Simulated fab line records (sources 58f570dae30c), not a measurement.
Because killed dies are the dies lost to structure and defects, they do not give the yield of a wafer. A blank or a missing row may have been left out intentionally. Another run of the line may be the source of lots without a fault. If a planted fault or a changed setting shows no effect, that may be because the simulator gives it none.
A struck lot beside a sound one -- flow berkeleyCmos170 -- 14 out of 331 route steps
Sound: these wafers, L234.2, L234.4, L234.5. Wafers L241.2, L241.3, L241.4 were the ones struck. The cause comes at the end.
Each step with rows lists, per side, the tool, then ch with its chambers, then its first start. Under that, the readings that differ: sound wafers -- struck wafers -- difference of the means -- sigmas: that difference in standard deviations of wafers without a fault.
alike: a reading whose means differ by less than 2 such deviations, as well as words and numbers matching on both sides. not compared: withheld readings; readings where some wafer has no value; bounds like >300 that might hide an equal value; numbers whose values overlap and for which the record gives no deviation.
Wherever a step has rows on one side only, a row that says differs or no value, or a row with sigmas, the two part there. Non-overlapping numbers with no deviation appear without sigmas and do not part them. A reading that every wafer of one side lacks parts them only if that side has two wafers or more.

first, 1 step without rows for these wafers: UCB170_NVT_IMPLANT_07.
UCB170_NVT_STRIP_08: strips in O2.
  sound on plasmaAsher-04 ch 0, day 7 02:43; struck on plasmaAsher-03 ch 0,1, day 8 01:09
reading,sound,struck,difference,sigmas
drypumpMotorCurrentA (A),5.0 5.1 5.1,6.0 6.1 6.0,+1.0,+3
oesProductAu (a.u.),0.738 0.737 0.747,0.733 0.728 0.727,-0.011,-2
  alike: chamberPressureMTorr, o2FlowSccm, stripTimeToEndpointS
  not compared: rfHoursCounterH
UCB170_NVT_TW_MEAS_09:
  sound on filmMetro-02 at day 7 02:50; struck on filmMetro-03 at day 8 01:15
  alike: NVT_TW
then, 7 steps without rows for these wafers: UCB170_NVT_CLEAN_10 (cleans in SPM, time 600 s); UCB170_PVT_HMDS_00 (prime time 60 s); UCB170_PVT_COAT_01 (resist thk 900 nm); UCB170_PVT_SOFTBAKE_02 (time 60 s); UCB170_PVT_EXPOSE_03 (exposes mask NWELL, target cd 3000 nm); UCB170_PVT_PEB_04; UCB170_PVT_DEVELOP_05 (develop time 45 s).
UCB170_PVT_OVL_MEAS_06:
  sound on overlay-02 at day 7 05:02; struck on overlay-02 at day 8 02:50
  alike: PVT_OVL
then, 1 step without rows for these wafers: UCB170_PVT_IMPLANT_07.
UCB170_PVT_STRIP_08: strips in O2.
  sound on plasmaAsher-01 ch 0,1, day 7 05:13; struck on plasmaAsher-01 ch 0,1, day 8 03:01
  no value came back on the struck wafers for any of 5 readings (chamberPressureMTorr (mTorr), drypumpMotorCurrentA (A) and others); on the sound wafers chamberPressureMTorr (mTorr) reads 3495 3503 3501
reading,sound,struck,difference,sigmas
model.KrF_of_PVT_COAT_01.thkNm (nm),0 0 0,890.9 893.3 891.3,+891.8,
  not compared: rfHoursCounterH
UCB170_PVT_TW_MEAS_09:
  sound on filmMetro-02 at day 7 05:20; struck on filmMetro-02 at day 8 03:08
  alike: PVT_TW

## WHERE THEY PART
Earliest at UCB170_NVT_STRIP_08; latest, in this record, at UCB170_PVT_STRIP_08. Later steps at which nothing parts them and some readings are alike: UCB170_PVT_TW_MEAS_09.

WHY: whatever the simulator had introduced
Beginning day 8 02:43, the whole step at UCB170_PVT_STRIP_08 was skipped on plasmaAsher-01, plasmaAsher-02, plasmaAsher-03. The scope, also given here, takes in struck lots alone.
